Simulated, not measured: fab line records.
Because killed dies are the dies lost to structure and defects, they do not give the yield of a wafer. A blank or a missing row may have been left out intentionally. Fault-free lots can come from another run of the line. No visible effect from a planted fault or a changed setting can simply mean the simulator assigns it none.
fab line records	flow rit_cmos
record lots=14	wafers=41	last_day=8
route steps=202 shown SILICIDE@165 M1@202
lots that met no fault: taken from a fault-free run of the same line
start_h: hours from the record's opening day to when the first of the lot's shown wafers began	wait_h: hours elapsed since this lot's preceding step	" unchanged from the row above	L1.1+2: several wafers, shown together as one row	- either no value or no given start	* or withheld: withheld	< > ~ a bound
route shown NAME@n: names a module that has steps shown in the file, with the first one's number in the route	usual: mean/standard deviation taken from wafers without a fault	same: alike in all rows	chamber/n: place in a boat	sites: each site's reading	_std_site: standard deviation across them	_edge_site: the outer-site mean with the inner-site mean subtracted	radius_mm: how far each site lies from the wafer's centre	mask NAME#n: copy n	behind: the last tool/chamber to shape the wafer	hold: why the lot went on hold/how many hours it stayed there/how the hold came to an end	device: names the non-switching transistor (n, p or np)	end of line: the route-end tests of the same wafers	where a step has no rows: the recipe by itself	killed: dies that structure and defects cost at the first sort, which is not the same as the wafer's yield	map: a wafer's dies, x killed, . not, _ none there
set.NAME: the setting the step ran with; set.NAME@STEP: the setting that earlier step ran with	model.NAME: the simulator's own value behind a step, which no gauge read
a sample of lots followed through the steps of the route, with each step as a table and each wafer as a row
services: when a tool's chamber went out of use (start_h, in hours from the record's first day, below 0 if earlier), for how many hours, and the reason
## steps
# step RIT_SILICIDE_RTA_04
# recipe temp_c=650	time_s=10	idle_temp_c=25	ramp_up_s=5	ramp_down_s=5	cool_to_c=25	ambient=N2
# usual wafer_temp_C_max=653.3/0.77
lot.wafer	tool	chamber	start_h	wait_h	wafer_temp_C_max
L455.1	rtp_anneal-01	0	52.61	0.1	652.6
L455.2	"	0	"	"	651.9
L455.4	"	0	"	"	652.3
L456.3	rtp_anneal-02	0	62.31	0.1	654.4
L456.4	"	0	"	"	652.6
L456.6	"	0	"	"	654.1
L457.1	rtp_anneal-01	0	64.87	0.1	652.7
L457.3	"	0	"	"	653.1
L457.6	"	0	"	"	652.7
L458.2	rtp_anneal-02	0	68.45	0.1	653.0
L458.4	"	0	"	"	653.3
L458.6	"	0	"	"	654.4
L459.1	rtp_anneal-01	0	75.77	0.1	651.4
L459.5	"	0	"	"	653.0
L459.6	"	0	"	"	652.6
L460.1	rtp_anneal-02	0	85.14	0.1	654.3
L460.5	"	0	"	"	654.8
L460.6	"	0	"	"	652.9
L461.3	rtp_anneal-01	0	87.31	0.1	653.1
L461.5	"	0	"	"	653.0
L461.6	"	0	"	"	653.0
L462.1	rtp_anneal-02	0	90.30	0.1	655.2
L462.3	"	0	"	"	653.9
L462.4	"	0	"	"	653.3
L463.2	rtp_anneal-01	0	97.70	0.1	652.3
L463.4	"	0	"	"	652.8
L463.6	"	0	"	"	652.5
L464.1	rtp_anneal-02	0	101.95	0.1	652.7
L464.3	"	0	"	"	653.2
L464.6	"	0	"	"	653.7
L468.2	rtp_anneal-01	0	129.49	0.1	656.8
L468.6	"	0	"	"	657.8
L469.1	rtp_anneal-01	0	130.12	0.1	656.9
L469.2	"	0	"	"	656.7
L469.4	"	0	"	"	656.9
L472.2	rtp_anneal-02	0	159.80	0.1	654.3
L472.3	"	0	"	"	654.5
L472.5	"	0	"	"	653.4
L476.3	rtp_anneal-02	0	177.48	0.1	654.4
L476.4	"	0	"	"	653.4
L476.5	"	0	"	"	654.8
# step RIT_M1_PROBE_99
# usual killed_at_M0_to_M3=0.0/0.14	killed_at_contacts=0.1/0.3	killed_at_front_end=7/3.1	killed_dies=7/3.1	killed_open=3.8/2.3	killed_short=3.2/1.9
# same gross_dies=264	killed_at_M4_up=0	killed_at_back_side=0	killed_at_other=0
lot.wafer	tool	chamber	start_h	wait_h	killed_at_M0_to_M3	killed_at_contacts	killed_at_front_end	killed_dies	killed_open	killed_short
L457.1	prober-01	-	71.52	0.1	0	0	6	6	3	3
L457.3	prober-01	-	71.62	0.2	0	0	9	9	4	5
L457.6	prober-01	-	71.77	0.2	0	0	6	6	2	4
L462.1	prober-02	-	96.91	0.1	0	0	9	9	2	7
L462.3	prober-02	-	97.01	0.2	0	0	14	14	8	6
L462.4	prober-02	-	97.06	0.2	0	0	10	10	8	2
L468.2	prober-02	-	135.95	0.1	0	0	6	6	6	0
L468.6	prober-02	-	136.15	0.2	0	0	17	17	14	3
L469.1	prober-01	-	137.40	0.1	0	0	8	8	7	1
L469.2	prober-01	-	137.45	0.1	0	0	7	7	4	3
L469.4	prober-01	-	137.55	0.2	0	0	9	9	5	4
# killed by level:class
L457.1 FOX2:geometric_particle:open=2 SILICIDE:geometric_particle:short=2 GATE:geometric_particle:open=1 GATE:geometric_particle:short=1
L457.3 FOX1:geometric_particle:open=2 GATE:geometric_particle:short=2 SPACER:geometric_particle:short=2 FOX2:geometric_particle:open=1 SILICIDE:geometric_particle:open=1 SILICIDE:geometric_particle:short=1
L457.6 GATE:geometric_particle:short=2 FOX1:geometric_particle:short=1 FOX2:geometric_particle:short=1 GATE:geometric_particle:open=1 REOX:geometric_particle:open=1
L462.1 GATE:geometric_particle:short=3 FOX1:geometric_particle:short=2 FOX1:geometric_particle:open=1 FOX2:geometric_particle:short=1 GATE:geometric_particle:open=1 SPACER:geometric_particle:short=1
L462.3 SPACER:geometric_particle:open=4 FOX1:geometric_particle:short=3 GATE:geometric_particle:open=2 SILICIDE:geometric_particle:short=2 GATE:geometric_particle:short=1 REOX:geometric_particle:open=1 SILICIDE:geometric_particle:open=1
L462.4 FOX1:geometric_particle:open=2 GATE:geometric_particle:open=2 SPACER:geometric_particle:open=2 FOX2:geometric_particle:short=1 REOX:geometric_particle:open=1 SPACER:geometric_particle:short=1 SILICIDE:geometric_particle:open=1
L468.2 FOX2:geometric_particle:open=2 SPACER:geometric_particle:open=2 GATE:geometric_particle:open=1 SILICIDE:geometric_particle:open=1
L468.6 FOX2:geometric_particle:open=7 FOX1:geometric_particle:open=3 SILICIDE:geometric_particle:open=3 FOX1:geometric_particle:short=2 GATE:geometric_particle:short=1 GATE:geometric_particle:open=1
L469.1 FOX1:geometric_particle:open=2 ACTIVE:geometric_particle:open=1 GATE:geometric_particle:open=1 GATE:geometric_particle:short=1 REOX:geometric_particle:open=1 SPACER:geometric_particle:open=1 SILICIDE:geometric_particle:open=1
L469.2 GATE:geometric_particle:short=2 REOX:geometric_particle:open=2 FOX1:geometric_particle:open=1 GATE:geometric_particle:open=1 SILICIDE:geometric_particle:short=1
L469.4 GATE:geometric_particle:open=2 REOX:geometric_particle:short=2 GATE:geometric_particle:short=1 REOX:geometric_particle:open=1 SPACER:geometric_particle:short=1 SPACER:geometric_particle:open=1 SILICIDE:geometric_particle:open=1
## services
tool	chamber	start_h	hours	kind
rtp_anneal-01	-	163.65	5.1	pm
## key
first_sign step=RIT_SILICIDE_RTA_04	reading=wafer_temp_C_max	direction=up	sigmas=4.8	usual=*	struck=*
effect none on later readings
met_at RIT_SILICIDE_RTA_04
struck_lots L468,L469
tester_left_out L468,L469
onset_between 97.70 129.49
fault kind=process_parameter_drift	tool=rtp_anneal-01	chamber=-	onset_h=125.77	steps=RIT_SILICIDE_RTA_04	channel=temp_c	offset=*	shape=step	end_h=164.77	acts_in=*	stated=*
# tester_left_out: of these lots the tester's yield and bins aren't shown, on N5 and GAA mostly nor the transistor test; their killed dies are dies lost to structure and defects alone, not to doping, threshold or leakage, so they don't give the yield
